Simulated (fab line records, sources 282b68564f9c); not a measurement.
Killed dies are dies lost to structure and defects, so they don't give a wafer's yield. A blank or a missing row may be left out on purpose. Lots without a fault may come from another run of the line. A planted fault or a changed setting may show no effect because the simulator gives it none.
fab line records | flow rit_cmos
record lots=6 wafers=18 last_day=6
route steps=202 shown CONTACT@172 M1@184
lots that met no fault: from a run of the same line without faults
start_h: hours from the record's first day to the start of the lot's first wafer shown | wait_h: hours since the lot's step before | " the same as in the row above | L1.1+2: a row that stands for several wafers | - no value, or no start given | * or withheld: withheld | < > ~ a bound
route shown NAME@n: a module of which the file shows steps, and the number in the route of the first | usual: mean/standard deviation of fault-free wafers | same: alike in all rows | chamber/n: place in a boat | sites: the reading at each site | _std_site: their standard deviation | _edge_site: outer sites' mean less inner sites' | radius_mm: how far each site lies from the wafer's centre | mask NAME#n: copy n | behind: the tool/chamber that last shaped the wafer | hold: why the lot was held/for how many hours/how that ended | device: the transistor (n, p or np) that didn't switch | end of line: the same wafers' tests at the end of the route | a step without rows: its recipe alone | killed: dies lost to structure and defects at the first sort, not the wafer's yield | map: a wafer's dies, x killed, . not, _ none there
set.NAME: the setting as run; set.NAME@STEP: as run at that earlier step | model.NAME: the simulator's own value behind a step, which no gauge read
lots at some steps of the route; a table a step, a row a wafer
services: from which hour (start_h, from the record's first day; less than 0 if before it) a tool's chamber was out of use, for how many hours, and why
## steps
# step RIT_CONTACT_SOFTBAKE_04
# recipe resist=NOVOLAK temp_c=90 time_s=60
# step RIT_CONTACT_EXPOSE_05
# recipe mask_id=M11 na=0.6 source_shape=conventional sigma_outer=0.5 target_cd_nm=1000 dose_mj=250
# step RIT_CONTACT_PEB_06
# recipe resist=NOVOLAK temp_c=withheld time_s=withheld
# step RIT_CONTACT_DEVELOP_07
# recipe resist=NOVOLAK develop_time_s=120 dev_temp_c=23
# step RIT_CONTACT_CD_MEAS_08
# recipe target_cd_nm=1000
# usual cd_nm=1000.8/2.4
# columns lot.wafer tool chamber start_h wait_h cd_nm
L199.2 cd_sem-01 - 61.42 - 993.9
L199.4 " - " " 997.2
L199.6 " - " " 996.4
L201.2 cd_sem-02 - 71.34 - 1000.6
L201.5 " - " " 998.8
L201.6 " - " " 999.2
L203.1 cd_sem-02 - 81.82 - 1000.9
L203.3 " - " " 999.0
L203.6 " - " " 1001.5
L206.1 cd_sem-02 - 96.16 - 1003.4
L206.2 " - " " 1003.5
L206.6 " - " " 1004.2
L212.1 cd_sem-02 - 125.85 - 997.9
L212.2 " - " " 999.2
L212.6 " - " " 998.9
L216.3 cd_sem-02 - 146.35 - 1002.8
L216.5 " - " " 1001.2
L216.6 " - " " 1000.8
# step RIT_CONTACT_OVL_MEAS_09
# usual CONTACT_OVL=-0.3/1.2
# columns lot.wafer tool chamber start_h wait_h CONTACT_OVL[nm]
L199.2 overlay-02 - 61.52 0.1 0.0
L199.4 " - " " -0.2
L199.6 " - " " 0.8
L201.2 overlay-01 - 71.44 0.1 0.7
L201.5 " - " " -1.2
L201.6 " - " " -1.1
L203.1 overlay-02 - 81.94 0.1 -1.1
L203.3 " - " " -0.2
L203.6 " - " " 0.5
L206.1 overlay-02 - 96.28 0.1 0.1
L206.2 " - " " 0.6
L206.6 " - " " 0.8
L212.1 overlay-01 - 125.97 0.1 -0.4
L212.2 " - " " -0.3
L212.6 " - " " 2.0
L216.3 overlay-02 - 146.44 0.1 -1.0
L216.5 " - " " -3.1
L216.6 " - " " -1.6
# step RIT_CONTACT_HARDBAKE_10
# recipe resist=NOVOLAK temp_c=140 time_s=60
# step RIT_CONTACT_ETCH_11
# recipe target_depth_a=4800 over_etch_frac=0.2 stop_on=TiSi2 chemistry=CHF3/CF4/Ar target=SiO2 CHF3_flow_sccm=50 cf4_flow_sccm=10 Ar_flow_sccm=100 O2_flow_sccm=5 pressure_mtorr=100 rf_w=200 time_s=320
# usual drypump_motor_current_A=5.8/0.41 oes_product_au=0.988/0.0075 throttle_valve_pct=8.78/0.13
# same time_s=320
# columns lot.wafer tool chamber start_h wait_h drypump_motor_current_A oes_product_au rf_hours_counter_h throttle_valve_pct
L199.2 rie_diel-04 1 61.70 0.1 4.9 0.987 64 8.92
L199.4 " 3 " " 5.8 0.988 20 8.92
L199.6 " 2 " " 6.7 0.988 - 8.95
L201.2 rie_diel-03 0 71.70 0.1 6.3 0.993 109 8.69
L201.5 " 3 " " 5.5 0.997 - 8.84
L201.6 " 0 " " 6.3 0.984 - 8.66
L203.1 rie_diel-02 1 82.12 0.1 5.7 0.994 89 8.88
L203.3 " 2 " " 5.8 0.985 58 8.88
L203.6 " 0 " " 5.4 0.981 - 8.60
L206.1 rie_diel-02 1 96.53 0.1 5.7 0.991 89 8.88
L206.2 " 0 " " 5.4 0.982 94 8.56
L206.6 " 3 " " 6.0 0.989 - 8.63
L212.1 rie_diel-02 1 126.30 0.1 5.8 0.996 89 8.88
L212.2 " 0 " " 5.4 0.982 94 8.59
L212.6 " 1 " " 5.8 0.995 - 8.88
L216.3 rie_diel-04 0 146.62 0.1 6.0 1.002 67 8.91
L216.5 " 0 " " 6.1 0.994 - 8.92
L216.6 " 1 " " 4.9 0.988 - 8.91
# step RIT_CONTACT_STRIP_12
# recipe chemistry=O2 time_s=180 resist=NOVOLAK platen_temp_c=withheld power_w=500 pressure_mtorr=4000 o2_flow_sccm=4000
# usual drypump_motor_current_A=5.7/0.52
# same time_s=180
# columns lot.wafer tool chamber start_h wait_h drypump_motor_current_A rf_hours_counter_h
L199.2 plasma_asher-01 0 61.90 0.1 5.2 18
L199.4 " 1 " " 5.2 -
L199.6 " 1 " " 5.2 -
L201.2 plasma_asher-01 1 71.89 0.1 5.2 19
L201.5 " 0 " " 5.2 -
L201.6 " 1 " " 5.2 -
L203.1 plasma_asher-04 1 82.32 0.1 5.7 46
L203.3 " 0 " " 5.9 -
L203.6 " 0 " " 5.9 -
L206.1 plasma_asher-04 1 96.72 0.1 5.7 47
L206.2 " 0 " " 5.8 47
L206.6 " 0 " " 5.9 -
L212.1 plasma_asher-01 1 126.49 0.1 5.2 26
L212.2 " 0 " " 5.2 26
L212.6 " 0 " " 5.2 -
L216.3 plasma_asher-03 1 146.87 0.2 5.7 -
L216.5 " 0 " " 6.7 -
L216.6 " 1 " " 5.7 -
# step RIT_CONTACT_CD_MEAS_90
# recipe target_cd_nm=1000
# usual cd_nm=1000.8/2.4
# columns lot.wafer tool chamber start_h wait_h cd_nm
L199.2 cd_sem-01 - 62.09 0.1 993.8
L199.4 " - " " 998.0
L199.6 " - " " 996.4
L201.2 cd_sem-02 - 72.09 0.1 1000.7
L201.5 " - " " 999.1
L201.6 " - " " 999.0
L203.1 cd_sem-02 - 82.49 0.1 1001.2
L203.3 " - " " 998.9
L203.6 " - " " 1001.4
L206.1 cd_sem-01 - 96.90 0.1 1003.3
L206.2 " - " " 1002.6
L206.6 " - " " 1002.8
L212.1 cd_sem-02 - 126.67 0.1 997.5
L212.2 " - " " 999.4
L212.6 " - " " 998.9
L216.3 cd_sem-02 - 147.02 0.1 1003.0
L216.5 " - " " 1001.5
L216.6 " - " " 1000.8
# step RIT_CONTACT_CLEAN_13
# recipe chemistry=SC1 mix=3:3:50 time_s=600 temp_c=75
# step RIT_CONTACT_CLEAN_14
# recipe chemistry=SC2 mix=3:3:50 time_s=600 temp_c=75 dry=n2_spin
# step RIT_M1_SPUTTER_00
# recipe material=Al target_thk_nm=400 power_w=2000 chamber_pressure_pa=0.4 gas=Ar time_s=500 substrate_temp_c=25
# usual cathode_dc_power_W=2000.1/0.37 throttle_valve_pct=30.0/0.84
# same time_s=500
# columns lot.wafer tool chamber start_h wait_h cathode_dc_power_W throttle_valve_pct model.Al_of_M1_SPUTTER_00.thk_nm
L199.2 pvd_sputter-04 - 62.56 0.0 2000.1 29.8 395.5
L199.4 " - " " 2000.0 29.2 399
L199.6 " - " " 2000.2 31.3 399.5
L201.2 pvd_sputter-04 - 72.55 0.0 2054.6 29.8 408
L201.5 " - " " 2054.2 31.3 406.6
L201.6 " - " " 2054.8 29.7 406.9
L203.1 pvd_sputter-04 - 82.96 0.0 2054.0 29.8 404.5
L203.3 " - " " 2054.3 31.1 405.1
L203.6 " - " " 2054.1 29.3 409.1
L206.1 pvd_sputter-01 - 97.56 0.0 2000.5 29.1 395.2
L206.2 " - " " 2000.8 31.5 398.9
L206.6 " - " " 2000.5 31.3 397.6
L212.1 pvd_sputter-01 - 127.14 0.0 2000.1 29.9 401.5
L212.2 " - " " 2000.1 29.5 395.9
L212.6 " - " " 2000.4 30.0 401.6
L216.3 pvd_sputter-01 - 147.47 0.0 1999.9 29.1 395
L216.5 " - " " 2000.2 31.4 397.6
L216.6 " - " " 2000.2 29.9 398
# step RIT_M1_RS_MEAS_01
# recipe thk_meas_gauge=four-point-probe reads=Al_of_M1_SPUTTER_00
# usual M1_AL_RS=0.0739/0.00079
# columns lot.wafer tool chamber start_h wait_h M1_AL_RS[ohm/sq]
L199.2 film_metro-03 - 62.87 0.2 0.0742
L199.4 " - " " 0.0737
L199.6 " - " " 0.0735
L201.2 film_metro-04 - 72.87 0.2 0.0719
L201.5 " - " " 0.0721
L201.6 " - " " 0.0723
L203.1 film_metro-03 - 83.26 0.1 0.0724
L203.3 " - " " 0.0725
L203.6 " - " " 0.0718
L206.1 film_metro-04 - 97.85 0.1 0.0743
L206.2 " - " " 0.0735
L206.6 " - " " 0.0739
L212.1 film_metro-03 - 127.43 0.1 0.0732
L212.2 " - " " 0.0742
L212.6 " - " " 0.0730
L216.3 film_metro-01 - 147.80 0.2 0.0742
L216.5 " - " " 0.0737
L216.6 " - " " 0.0738
# step RIT_M1_THK_MEAS_02
# recipe thk_meas_gauge=xrf reads=Al_of_M1_SPUTTER_00
# usual M1_AL_THK=401/4.6
# columns lot.wafer tool chamber start_h wait_h M1_AL_THK[nm]
L199.2 film_metro-03 - 62.98 0.1 398
L199.4 " - " " 405
L199.6 " - " " 405
L201.2 film_metro-04 - 72.98 0.1 416
L201.5 " - " " 415
L201.6 " - " " 415
L203.1 film_metro-03 - 83.38 0.1 408
L203.3 " - " " 407
L203.6 " - " " 414
L206.1 film_metro-04 - 97.97 0.1 402
L206.2 " - " " 404
L206.6 " - " " 404
L212.1 film_metro-03 - 127.55 0.1 404
L212.2 " - " " 397
L212.6 " - " " 401
L216.3 film_metro-01 - 147.90 0.1 396
L216.5 " - " " 399
L216.6 " - " " 401
# step RIT_M1_HMDS_03
# recipe prime_time_s=60 prime_temp_c=140
# step RIT_M1_COAT_04
# recipe resist=NOVOLAK spin_rpm=2000 resist_thk_nm=1300
# step RIT_M1_SOFTBAKE_05
# recipe resist=NOVOLAK temp_c=90 time_s=60
# step RIT_M1_EXPOSE_06
# recipe mask_id=M12 na=0.6 source_shape=conventional sigma_outer=0.5 target_cd_nm=2600 dose_mj=250
# step RIT_M1_PEB_07
# recipe resist=NOVOLAK temp_c=withheld time_s=withheld
# step RIT_M1_DEVELOP_08
# recipe resist=NOVOLAK develop_time_s=68 dev_temp_c=23
# step RIT_M1_CD_MEAS_09
# recipe target_cd_nm=2600
# usual cd_nm=2600.4/2.2
# columns lot.wafer tool chamber start_h wait_h cd_nm
L199.2 cd_sem-01 - 63.93 - 2597.3
L199.4 " - " " 2597.5
L199.6 " - " " 2598.9
L201.2 cd_sem-01 - 73.93 - 2599.2
L201.5 " - " " 2599.0
L201.6 " - " " 2599.3
L203.1 cd_sem-01 - 84.32 - 2598.4
L203.3 " - " " 2599.3
L203.6 " - " " 2599.3
L206.1 cd_sem-02 - 99.04 - 2601.9
L206.2 " - " " 2601.0
L206.6 " - " " 2600.2
L212.1 cd_sem-02 - 128.49 - 2600.9
L212.2 " - " " 2602.0
L212.6 " - " " 2602.6
L216.3 cd_sem-02 - 148.99 - 2602.8
L216.5 " - " " 2603.7
L216.6 " - " " 2601.2
# step RIT_M1_OVL_MEAS_10
# usual M1_OVL=0.7/1.5
# columns lot.wafer tool chamber start_h wait_h M1_OVL[nm]
L199.2 overlay-01 - 64.04 0.1 -1.4
L199.4 " - " " -0.1
L199.6 " - " " 1.5
L201.2 overlay-01 - 74.03 0.1 0.0
L201.5 " - " " -1.1
L201.6 " - " " -2.0
L203.1 overlay-01 - 84.44 0.1 2.4
L203.3 " - " " 1.7
L203.6 " - " " 1.0
L206.1 overlay-02 - 99.16 0.1 2.3
L206.2 " - " " 0.7
L206.6 " - " " 0.1
L212.1 overlay-02 - 128.61 0.1 0.2
L212.2 " - " " -0.5
L212.6 " - " " -2.0
L216.3 overlay-02 - 149.08 0.1 0.2
L216.5 " - " " 2.1
L216.6 " - " " 1.0
# step RIT_M1_HARDBAKE_11
# recipe resist=NOVOLAK temp_c=140 time_s=120
# step RIT_M1_METAL_ETCH_12
# recipe stop_on=SiO2 chemistry=Cl2/BCl3 target=Al time_s=165 over_etch_frac=0.5 pressure_mtorr=100 target_depth_a=6000 rf_w=250 Cl2_flow_sccm=60 bcl3_flow_sccm=50
# usual drypump_motor_current_A=5.5/0.49 mfc_cl2_sccm=59.97/0.18 oes_product_au=0.777/0.014 throttle_valve_pct=8.32/0.11
# same time_s=165
# columns lot.wafer tool chamber start_h wait_h drypump_motor_current_A mfc_cl2_sccm oes_product_au rf_hours_counter_h throttle_valve_pct model.M1.feature_depth_nm model.etch.depth_nm
L199.2 rie_metal-02 1 64.32 0.2 5.5 59.91 0.773 32 8.12 427.8 395.5
L199.4 " 0 " " 5.9 59.65 0.774 - 8.16 431.7 399
L199.6 " 1 " " 5.5 59.92 0.782 - 8.12 431.4 399.5
L201.2 rie_metal-04 1 74.31 0.2 5.8 59.83 0.767 4 8.45 441.8 408
L201.5 " 1 " " 5.8 60.14 0.771 - 8.46 440.6 406.6
L201.6 " 0 " " 4.9 59.95 0.809 - 8.40 439.9 406.9
L203.1 rie_metal-03 0 84.72 0.2 6.0 59.74 0.778 3 8.33 437.9 404.5
L203.3 " 0 " " 6.0 59.73 0.782 - 8.31 438.5 405.1
L203.6 " 1 " " 4.9 60.18 0.804 - 8.32 442.7 409.1
L206.1 rie_metal-03 1 99.44 0.2 4.8 60.04 0.779 3 8.32 429.3 395.2
L206.2 " 0 " " 6.0 60.07 0.769 3 8.33 432.3 398.9
L206.6 " 1 " " 4.9 59.96 0.781 - 8.32 431.3 397.6
L212.1 rie_metal-03 0 128.90 0.2 6.0 59.89 0.780 3 8.34 434.9 401.5
L212.2 " 1 " " 4.8 59.89 0.780 3 8.33 429.8 395.9
L212.6 " 1 " " 4.8 59.90 0.798 - 8.34 435.2 401.6
L216.3 rie_metal-03 1 149.41 0.2 4.8 60.12 0.784 - 8.34 428.6 395
L216.5 " 1 " " 4.8 59.83 0.794 - 8.34 431.5 397.6
L216.6 " 0 " " 6.0 60.22 0.780 - 8.31 431.4 398
# step RIT_M1_STRIP_13
# recipe chemistry=nmp resist=NOVOLAK temp_c=80 time_s=600 dry=n2_spin
# step RIT_M1_PROBE_99
# usual defect_limited_yield=97.1/1.1 killed_at_contacts=0.1/0.26 killed_at_front_end=7.5/2.8 killed_dies=7.6/2.8 killed_open=3.9/2.1 killed_short=3.7/1.7 sort_bin_3_pad_short=0.1/0.2 sort_bin_5_function=1.7/0.85 sort_bin_6_memory=1.1/0.71 sort_n_pass=256.4/2.8 sort_yield_pct=97.1/1.1
# same gross_dies=264 killed_at_M0_to_M3=0 killed_at_M4_up=0 killed_at_back_side=0 killed_at_other=0
# columns lot.wafer tool chamber start_h wait_h defect_limited_yield[%] killed_at_contacts killed_at_front_end killed_dies killed_open killed_short sort_bin_3_pad_short[%] sort_bin_5_function[%] sort_bin_6_memory[%] sort_n_pass sort_yield_pct[%] model.etest.m1.rs_ohm_sq
L199.2 prober-01 - 66.66 0.1 94.7 0 14 14 8 6 0 2.7 2.7 250.0 94.7 0.07317
L199.4 prober-01 - 66.76 0.2 98.5 0 4 4 1 3 0 0.8 0.8 260.0 98.5 0.0725
L199.6 prober-01 - 66.86 0.2 96.2 0 10 10 6 4 0 2.3 1.5 254.0 96.2 0.07278
L201.2 prober-01 - 76.63 0.1 95.1 0 13 13 12 1 0 3.8 1.1 251.0 95.1 0.07104
L201.5 prober-01 - 76.78 0.2 98.1 0 5 5 2 3 0 1.9 0 259.0 98.1 0.07166
L201.6 prober-01 - 76.83 0.2 97.7 0 6 6 3 3 0.4 1.9 0 258.0 97.7 0.07165
L203.1 prober-01 - 86.98 0.1 95.8 0 11 11 5 4 0 2.3 1.9 253.0 95.8 0.0715
L203.3 prober-01 - 87.08 0.2 94.7 0 14 14 9 5 0 3.0 2.3 250.0 94.7 0.07181
L203.6 prober-01 - 87.23 0.2 97.7 0 6 6 1 5 0.4 1.1 0.8 258.0 97.7 0.07062
L206.1 prober-02 - 101.71 0.1 97.0 1 7 8 4 4 0 2.3 0.8 256.0 97.0 0.07364
L206.2 prober-02 - 101.76 0.1 97.3 0 7 7 3 4 0 1.1 1.5 257.0 97.3 0.07272
L206.6 prober-02 - 101.96 0.2 97.3 0 7 7 3 4 0 1.9 0.8 257.0 97.3 0.07263
L212.1 prober-02 - 131.15 0.1 98.1 0 5 5 1 4 0.4 0.8 0.8 259.0 98.1 0.07221
L212.2 prober-02 - 131.20 0.1 96.6 0 9 9 7 2 0 1.9 1.5 255.0 96.6 0.07234
L212.6 prober-02 - 131.40 0.2 97.0 0 8 8 2 6 0 1.9 1.1 256.0 97.0 0.07228
L216.3 prober-02 - 151.71 0.2 97.7 0 6 6 4 2 0 1.9 0.4 258.0 97.7 0.07369
L216.5 prober-02 - 151.81 0.2 96.2 0 10 10 8 2 0 0.4 3.4 254.0 96.2 0.07345
L216.6 prober-02 - 151.86 0.2 96.6 0 9 9 3 6 0.4 0.8 2.3 255.0 96.6 0.07299
# killed by level:class
L199.2 SILICIDE:geometric_particle:open=3 FOX1:geometric_particle:open=2 FOX1:geometric_particle:short=2 GATE:geometric_particle:short=2 REOX:geometric_particle:open=2 REOX:geometric_particle:short=2 SPACER:geometric_particle:open=1
L199.4 FOX1:geometric_particle:open=1 FOX2:geometric_particle:short=1 REOX:geometric_particle:short=1 SILICIDE:geometric_particle:short=1
L199.6 FOX1:geometric_particle:short=3 FOX1:geometric_particle:open=2 SILICIDE:geometric_particle:open=2 FOX2:geometric_particle:short=1 FOX2:geometric_particle:open=1 REOX:geometric_particle:open=1
L201.2 GATE:geometric_particle:open=5 FOX1:geometric_particle:open=2 SILICIDE:geometric_particle:open=2 ACTIVE:geometric_particle:open=1 REOX:geometric_particle:open=1 REOX:geometric_particle:short=1 SPACER:geometric_particle:open=1
L201.5 FOX2:geometric_particle:open=1 GATE:geometric_particle:short=1 REOX:geometric_particle:open=1 SPACER:geometric_particle:short=1 SILICIDE:geometric_particle:short=1
L201.6 GATE:geometric_particle:open=3 GATE:geometric_particle:short=2 FOX1:geometric_particle:short=1
L203.1 GATE:geometric_particle:open=2 REOX:geometric_particle:short=2 FOX1:geometric_particle:open=1 FOX2:geometric_particle:open=1 SPACER:geometric_particle:open=1 SPACER:geometric_particle:short=1 SILICIDE:geometric_particle:short=1 NRETRO:coat_microbubble_printed=1
L203.3 FOX2:geometric_particle:open=3 GATE:geometric_particle:short=2 SPACER:geometric_particle:open=2 SILICIDE:geometric_particle:open=2 FOX2:geometric_particle:short=1 GATE:geometric_particle:open=1 REOX:geometric_particle:open=1 REOX:geometric_particle:short=1
L203.6 FOX1:geometric_particle:short=2 GATE:geometric_particle:short=1 SPACER:geometric_particle:short=1 SPACER:geometric_particle:open=1 SILICIDE:geometric_particle:short=1
L206.1 GATE:geometric_particle:open=3 GATE:geometric_particle:short=2 FOX1:geometric_particle:open=1 REOX:geometric_particle:short=1 CONTACT:geometric_particle:short=1
L206.2 GATE:geometric_particle:short=2 FOX1:geometric_particle:short=1 FOX1:geometric_particle:open=1 GATE:geometric_particle:open=1 SPACER:geometric_particle:open=1 SPACER:geometric_particle:short=1
L206.6 REOX:geometric_particle:short=3 SILICIDE:geometric_particle:open=2 GATE:geometric_particle:short=1 REOX:geometric_particle:open=1
L212.1 SPACER:geometric_particle:short=2 GATE:geometric_particle:short=2 GATE:geometric_particle:open=1
L212.2 SPACER:geometric_particle:open=4 FOX1:geometric_particle:open=1 FOX2:geometric_particle:open=1 FOX2:geometric_particle:short=1 REOX:geometric_particle:open=1 SPACER:geometric_particle:short=1
L212.6 FOX1:geometric_particle:short=4 SPACER:geometric_particle:short=2 FOX1:geometric_particle:open=1 SPACER:geometric_particle:open=1
L216.3 GATE:geometric_particle:open=2 FOX1:geometric_particle:short=1 FOX1:geometric_particle:open=1 GATE:geometric_particle:short=1 SPACER:geometric_particle:open=1
L216.5 FOX1:geometric_particle:open=3 GATE:geometric_particle:open=2 SPACER:geometric_particle:open=2 FOX2:geometric_particle:short=1 FOX2:geometric_particle:open=1 GATE:geometric_particle:short=1
L216.6 GATE:geometric_particle:short=2 SPACER:geometric_particle:short=2 FOX1:geometric_particle:short=1 FOX1:geometric_particle:open=1 GATE:geometric_particle:open=1 SPACER:geometric_particle:open=1 SILICIDE:geometric_particle:short=1
## services
# columns tool chamber start_h hours kind
rie_metal-02 - 41.78 2.8 pm
rie_metal-03 - 49.80 1.3 repair
rie_diel-03 2 55.58 11.1 repair
rie_diel-02 2 59.42 3.3 repair
rie_diel-04 3 91.18 26.1 repair
rie_metal-04 1 91.86 7.7 repair
plasma_asher-04 - 108.75 9.0 pm
plasma_asher-04 0 108.75 9.0 vent_cycle
plasma_asher-04 1 108.75 9.0 vent_cycle
plasma_asher-04 0 117.75 - clean
plasma_asher-04 1 117.75 - clean
pvd_sputter-04 - 121.91 1.1 repair
rie_diel-04 3 123.26 11.2 repair
rie_diel-02 1 131.27 15.7 repair
plasma_asher-03 - 132.28 2.8 pm
rie_metal-02 - 136.12 20.0 pm
rie_metal-02 0 136.12 20.0 vent_cycle
rie_metal-02 1 136.12 20.0 vent_cycle
rie_diel-03 3 137.20 2.9 repair
plasma_asher-01 - 137.26 4.1 repair
## key
first_sign step=RIT_M1_SPUTTER_00 reading=cathode_dc_power_W direction=up sigmas=99+ usual=2000.1 struck=2054.3
effect step=RIT_M1_RS_MEAS_01 reading=M1_AL_RS direction=down sigmas=2.2 usual=0.0739 struck=0.0722
effect step=RIT_M1_THK_MEAS_02 reading=M1_AL_THK direction=up sigmas=2.4 usual=401 struck=412
model_effect step=RIT_M1_SPUTTER_00 value=Al_of_M1_SPUTTER_00.thk_nm without=395.8 struck=406.7
model_effect step=RIT_M1_METAL_ETCH_12 value=M1.feature_depth_nm without=429.3 struck=440.2
model_effect step=RIT_M1_PROBE_99 value=etest.m1.rs_ohm_sq without=0.07335 struck=0.07138
met_at RIT_M1_SPUTTER_00
struck_wafers L201.2,L201.5,L201.6,L203.1,L203.3,L203.6
onset_between 62.56 72.55
fault kind=process_parameter_drift tool=pvd_sputter-04 chamber=- onset_h=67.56 steps=RIT_M1_SPUTTER_00 channel=power_w offset=54.484 shape=step end_h=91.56 stated=2000
